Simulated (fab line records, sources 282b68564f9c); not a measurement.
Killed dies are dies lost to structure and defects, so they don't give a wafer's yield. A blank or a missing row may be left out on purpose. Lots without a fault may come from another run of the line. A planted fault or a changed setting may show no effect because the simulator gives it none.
fab line records | flow rit_cmos
record lots=14 wafers=42 last_day=7
route steps=202 shown ACTIVE@1 NRETRO@61 PRETRO@73 M1@186
lots that met no fault: from a run of the same line without faults
start_h: hours from the record's first day to the start of the lot's first wafer shown | wait_h: hours since the lot's step before | " the same as in the row above | L1.1+2: a row that stands for several wafers | - no value, or no start given | * or withheld: withheld | < > ~ a bound
route shown NAME@n: a module of which the file shows steps, and the number in the route of the first | usual: mean/standard deviation of fault-free wafers | same: alike in all rows | chamber/n: place in a boat | sites: the reading at each site | _std_site: their standard deviation | _edge_site: outer sites' mean less inner sites' | radius_mm: how far each site lies from the wafer's centre | mask NAME#n: copy n | behind: the tool/chamber that last shaped the wafer | hold: why the lot was held/for how many hours/how that ended | device: the transistor (n, p or np) that didn't switch | end of line: the same wafers' tests at the end of the route | a step without rows: its recipe alone | killed: dies lost to structure and defects at the first sort, not the wafer's yield | map: a wafer's dies, x killed, . not, _ none there
set.NAME: the setting as run; set.NAME@STEP: as run at that earlier step | model.NAME: the simulator's own value behind a step, which no gauge read
steps of the route over a sample of lots; a table a step, a row a wafer
services: from which hour (start_h, from the record's first day; less than 0 if before it) a tool's chamber was out of use, for how many hours, and why
## steps
# step RIT_ACTIVE_BOW_MEAS_00
# recipe mode=bow
# usual INCOMING_BOW=0/6
# columns lot.wafer tool chamber start_h wait_h INCOMING_BOW[um]
L525.2 film_metro-01 - 10.02 - 2
L525.3 " - " " 5
L525.4 " - " " -5
L526.2 film_metro-03 - 15.02 - -3
L526.3 " - " " 12
L526.5 " - " " 11
L527.4 film_metro-02 - 20.06 - 10
L527.5 " - " " 6
L527.6 " - " " -9
L528.1 film_metro-03 - 25.00 - -1
L528.4 " - " " -8
L528.5 " - " " 2
L530.4 film_metro-01 - 35.06 - -1
L530.5 " - " " -8
L530.6 " - " " -1
L531.4 film_metro-02 - 40.06 - -1
L531.5 " - " " -2
L531.6 " - " " 2
L533.1 film_metro-02 - 50.00 - 5
L533.3 " - " " 3
L533.4 " - " " -6
L538.2 film_metro-02 - 75.02 - -2
L538.3 " - " " -4
L538.4 " - " " -10
L539.1 film_metro-03 - 80.00 - -5
L539.3 " - " " 9
L539.5 " - " " 1
L542.1 film_metro-02 - 95.00 - -2
L542.5 " - " " 3
L542.6 " - " " 7
L543.1 film_metro-03 - 100.08 - -1
L543.2 " - " " -1
L543.5 " - " " 0
L545.1 film_metro-01 - 110.00 - -1
L545.3 " - " " -3
L545.5 " - " " -1
L546.1 film_metro-01 - 115.00 - -3
L546.3 " - " " 9
L546.5 " - " " -7
L548.1 film_metro-03 - 125.00 - 4
L548.4 " - " " 2
L548.6 " - " " -7
# step RIT_NRETRO_IMPLANT_08
# recipe species=P energy_kev=70 dose_cm2=1e+13 tilt_deg=7
# usual dose_ions_cm2=1e+13/1.1e+10 faraday_current_uA=31.7/0.56
# columns lot.wafer tool chamber start_h wait_h dose_ions_cm2 faraday_current_uA
L525.2 implanter-04 0 37.67 0.2 9.988e+12 33.1
L525.3 " 0 " " 1.0004e+13 31.8
L525.4 " 0 " " 9.987e+12 31.3
L526.2 implanter-03 0 42.37 0.2 9.998e+12 31.0
L526.3 " 0 " " 9.989e+12 31.4
L526.5 " 0 " " 9.99e+12 31.4
L527.4 implanter-03 0 47.52 0.2 1.0005e+13 31.8
L527.5 " 0 " " 9.999e+12 31.6
L527.6 " 0 " " 1.0008e+13 31.8
L528.1 implanter-03 0 50.59 0.2 1.3702e+13 43.7
L528.4 " 0 " " 1.3712e+13 42.4
L528.5 " 0 " " 1.3687e+13 43.1
L530.4 implanter-02 0 62.62 0.2 1.0002e+13 31.3
L530.5 " 0 " " 9.991e+12 31.1
L530.6 " 0 " " 1.0013e+13 31.3
L531.4 implanter-03 0 74.83 0.2 1.3702e+13 42.4
L531.5 " 0 " " 1.3726e+13 43.7
L531.6 " 0 " " 1.3687e+13 43.8
L533.1 implanter-03 0 90.09 0.2 1.3704e+13 45.0
L533.3 " 0 " " 1.3717e+13 43.1
L533.4 " 0 " " 1.369e+13 44.0
L538.2 implanter-04 0 106.90 0.2 9.989e+12 32.5
L538.3 " 0 " " 9.99e+12 31.3
L538.4 " 0 " " 1.0002e+13 31.4
L539.1 implanter-02 0 114.22 0.2 1.0016e+13 32.8
L539.3 " 0 " " 1e+13 31.6
L539.5 " 0 " " 1e+13 31.5
L542.1 implanter-04 0 121.81 0.2 1.0025e+13 31.6
L542.5 " 0 " " 1.0009e+13 32.7
L542.6 " 0 " " 9.997e+12 31.9
L543.1 implanter-02 0 127.22 0.2 9.99e+12 31.0
L543.2 " 0 " " 9.993e+12 30.4
L543.5 " 0 " " 9.996e+12 31.7
L545.1 implanter-02 0 133.11 0.2 1.001e+13 31.8
L545.3 " 0 " " 1.001e+13 31.6
L545.5 " 0 " " 9.994e+12 32.0
L546.1 implanter-02 0 138.71 0.2 1.0008e+13 33.0
L546.3 " 0 " " 9.986e+12 31.4
L546.5 " 0 " " 1.0008e+13 31.7
L548.1 implanter-03 0 146.31 0.2 1.0003e+13 30.8
L548.4 " 0 " " 9.99e+12 31.9
L548.6 " 0 " " 1.0006e+13 31.8
# step RIT_NRETRO_TW_MEAS_10
# usual NRETRO_TW=1055/11
# columns lot.wafer tool chamber start_h wait_h NRETRO_TW
L525.2 film_metro-03 - 37.98 0.1 1049
L525.3 " - " " 1056
L525.4 " - " " 1051
L526.2 film_metro-02 - 42.68 0.1 1068
L526.3 " - " " 1065
L526.5 " - " " 1064
L527.4 film_metro-03 - 47.80 0.1 1053
L527.5 " - " " 1051
L527.6 " - " " 1059
L528.1 film_metro-02 - 50.92 0.1 1175
L528.4 " - " " 1176
L528.5 " - " " 1178
L530.4 film_metro-03 - 62.90 0.1 1054
L530.5 " - " " 1056
L530.6 " - " " 1054
L531.4 film_metro-03 - 75.11 0.1 1182
L531.5 " - " " 1180
L531.6 " - " " 1183
L533.1 film_metro-02 - 90.42 0.1 1173
L533.3 " - " " 1169
L533.4 " - " " 1172
L538.2 film_metro-01 - 107.21 0.1 1038
L538.3 " - " " 1037
L538.4 " - " " 1036
L539.1 film_metro-01 - 114.55 0.1 1044
L539.3 " - " " 1036
L539.5 " - " " 1037
L542.1 film_metro-01 - 122.14 0.1 1041
L542.5 " - " " 1046
L542.6 " - " " 1040
L543.1 film_metro-01 - 127.54 0.1 1042
L543.2 " - " " 1041
L543.5 " - " " 1042
L545.1 film_metro-01 - 133.44 0.1 1041
L545.3 " - " " 1039
L545.5 " - " " 1042
L546.1 film_metro-02 - 139.04 0.1 1068
L546.3 " - " " 1064
L546.5 " - " " 1065
L548.1 film_metro-01 - 146.63 0.1 1040
L548.4 " - " " 1037
L548.6 " - " " 1033
# step RIT_PRETRO_STRIP_09
# recipe chemistry=O2 time_s=180 resist=NOVOLAK platen_temp_c=withheld power_w=500 pressure_mtorr=4000 o2_flow_sccm=4000
# usual drypump_motor_current_A=5.8/0.5
# columns lot.wafer tool chamber start_h wait_h drypump_motor_current_A rf_hours_counter_h
L525.2 plasma_asher-01 1 39.47 0.1 5.7 21
L525.3 " 0 " " 6.0 -
L525.4 " 1 " " 5.7 -
L526.2 plasma_asher-02 0 44.05 0.1 5.7 40
L526.3 " 0 " " 5.7 -
L526.5 " 1 " " 6.4 -
L527.4 plasma_asher-03 1 49.33 0.1 4.7 -
L527.5 " 1 " " 4.7 -
L527.6 " 0 " " 5.7 -
L528.1 plasma_asher-03 0 52.39 0.1 5.7 40
L528.4 " 1 " " 4.7 -
L528.5 " 0 " " 5.7 -
L530.4 plasma_asher-02 0 64.43 0.1 5.7 -
L530.5 " 0 " " 5.7 -
L530.6 " 1 " " 6.4 -
L531.4 plasma_asher-01 0 76.64 0.1 6.0 -
L531.5 " 0 " " 5.9 -
L531.6 " 1 " " 5.7 -
L533.1 plasma_asher-01 1 91.93 0.1 5.7 25
L533.3 " 0 " " 6.0 -
L533.4 " 1 " " 5.7 -
L538.2 plasma_asher-03 0 108.70 0.1 5.7 44
L538.3 " 1 " " 4.7 -
L538.4 " 0 " " 5.7 -
L539.1 plasma_asher-01 1 116.23 0.1 5.7 27
L539.3 " 0 " " 6.0 -
L539.5 " 0 " " 6.0 -
L542.1 plasma_asher-02 0 124.19 0.1 5.7 48
L542.5 " 1 " " 6.4 -
L542.6 " 0 " " 5.7 -
L543.1 plasma_asher-02 1 129.38 0.1 6.5 49
L543.2 " 0 " " 5.7 49
L543.5 " 1 " " 6.4 -
L545.1 plasma_asher-02 0 135.10 0.1 5.7 50
L545.3 " 0 " " 5.7 -
L545.5 " 1 " " 6.4 -
L546.1 plasma_asher-01 0 140.41 0.1 6.0 31
L546.3 " 0 " " 6.0 -
L546.5 " 1 " " 5.7 -
L548.1 plasma_asher-02 1 148.19 0.1 6.4 51
L548.4 " 0 " " 5.7 -
L548.6 " 0 " " 5.7 -
# step RIT_M1_THK_MEAS_02
# recipe thk_meas_gauge=xrf reads=Al_of_M1_SPUTTER_00
# usual M1_AL_THK=405/5.5
# columns lot.wafer tool chamber start_h wait_h M1_AL_THK[nm]
L525.2 film_metro-03 - 64.70 0.1 406
L525.3 " - " " 404
L525.4 " - " " 405
L526.2 film_metro-02 - 77.71 0.1 411
L526.3 " - " " 407
L526.5 " - " " 405
L527.4 film_metro-01 - 90.59 0.1 396
L527.5 " - " " 402
L527.6 " - " " 402
L528.1 film_metro-03 - 94.45 0.1 403
L528.4 " - " " 401
L528.5 " - " " 405
L530.4 film_metro-01 - 103.09 0.1 411
L530.5 " - " " 408
L530.6 " - " " 408
L531.4 film_metro-03 - 103.63 0.1 409
L531.5 " - " " 411
L531.6 " - " " 410
L533.1 film_metro-01 - 122.65 0.1 408
L533.3 " - " " 401
L533.4 " - " " 396
L538.2 film_metro-02 - 136.15 0.1 393
L538.3 " - " " 403
L538.4 " - " " 407
L539.1 film_metro-01 - 139.44 0.1 410
L539.3 " - " " 411
L539.5 " - " " 410
L542.1 film_metro-03 - 148.55 0.1 401
L542.5 " - " " 409
L542.6 " - " " 403
L543.1 film_metro-03 - 154.77 0.1 411
L543.2 " - " " 409
L543.5 " - " " 407
L545.1 film_metro-02 - 160.63 0.1 398
L545.3 " - " " 398
L545.5 " - " " 401
L546.1 film_metro-02 - 162.76 0.1 407
L546.3 " - " " 410
L546.5 " - " " 408
L548.1 film_metro-01 - 174.25 0.1 417
L548.4 " - " " 410
L548.6 " - " " 407
# step RIT_M1_PROBE_99
# usual killed_at_contacts=0.1/0.23 killed_at_front_end=6.7/2.9 killed_dies=6.8/2.9 killed_open=3.5/2.1 killed_short=3.2/1.9
# same gross_dies=264 killed_at_M0_to_M3=0 killed_at_M4_up=0 killed_at_back_side=0 killed_at_other=0
# columns lot.wafer tool chamber start_h wait_h killed_at_contacts killed_at_front_end killed_dies killed_open killed_short
L538.2 prober-01 - 139.94 0.1 0 10 10 7 3
L538.3 prober-01 - 139.99 0.2 0 8 8 4 4
L538.4 prober-01 - 140.04 0.2 1 4 5 5 0
# killed by level:class
L538.2 REOX:geometric_particle:open=3 GATE:geometric_particle:open=2 FOX1:geometric_particle:short=1 FOX2:geometric_particle:open=1 GATE:geometric_particle:short=1 SILICIDE:geometric_particle:short=1 SILICIDE:geometric_particle:open=1
L538.3 SILICIDE:geometric_particle:short=2 SILICIDE:geometric_particle:open=2 FOX1:geometric_particle:open=1 GATE:geometric_particle:short=1 GATE:geometric_particle:open=1 SPACER:geometric_particle:short=1
L538.4 GATE:geometric_particle:open=4 CONTACT:geometric_particle:open=1
## services
# columns tool chamber start_h hours kind
plasma_asher-01 - 52.31 4.0 repair
implanter-04 - 52.47 4.5 repair
plasma_asher-01 - 64.14 1.0 repair
implanter-03 - 69.62 2.3 repair
implanter-03 - 87.47 2.2 pm
plasma_asher-01 - 98.66 2.8 pm
plasma_asher-03 - 108.88 9.0 pm
plasma_asher-03 0 108.88 9.0 vent_cycle
plasma_asher-03 1 108.88 9.0 vent_cycle
implanter-04 - 110.13 3.1 pm
plasma_asher-03 0 117.88 - clean
plasma_asher-03 1 117.88 - clean
implanter-02 - 119.67 2.7 repair
implanter-04 - 124.92 17.4 pm
## key
first_sign step=RIT_NRETRO_IMPLANT_08 reading=dose_ions_cm2 direction=up sigmas=99+ usual=1e+13 struck=1.3703e+13
effect step=RIT_NRETRO_IMPLANT_08 reading=faraday_current_uA direction=up sigmas=21 usual=31.7 struck=43.5
effect step=RIT_NRETRO_TW_MEAS_10 reading=NRETRO_TW direction=up sigmas=11 usual=1055 struck=1177
met_at RIT_NRETRO_IMPLANT_08
struck_lots L528,L531,L533
tester_left_out L528,L531,L533
not_acting_at RIT_ACTIVE_BOW_MEAS_00,RIT_PRETRO_STRIP_09,RIT_M1_THK_MEAS_02
onset_between 47.52 50.59
fault kind=process_parameter_drift tool=implanter-03 chamber=- onset_h=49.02 steps=RIT_NRETRO_IMPLANT_08 channel=dose_cm2 offset=3.7e+12 shape=step end_h=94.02 acts_in=these_recipes_only stated=1e+13
# tester_left_out: of these lots the tester's yield and bins aren't shown, on N5 and GAA mostly nor the transistor test; their killed dies are dies lost to structure and defects alone, not to doping, threshold or leakage, so they don't give the yield
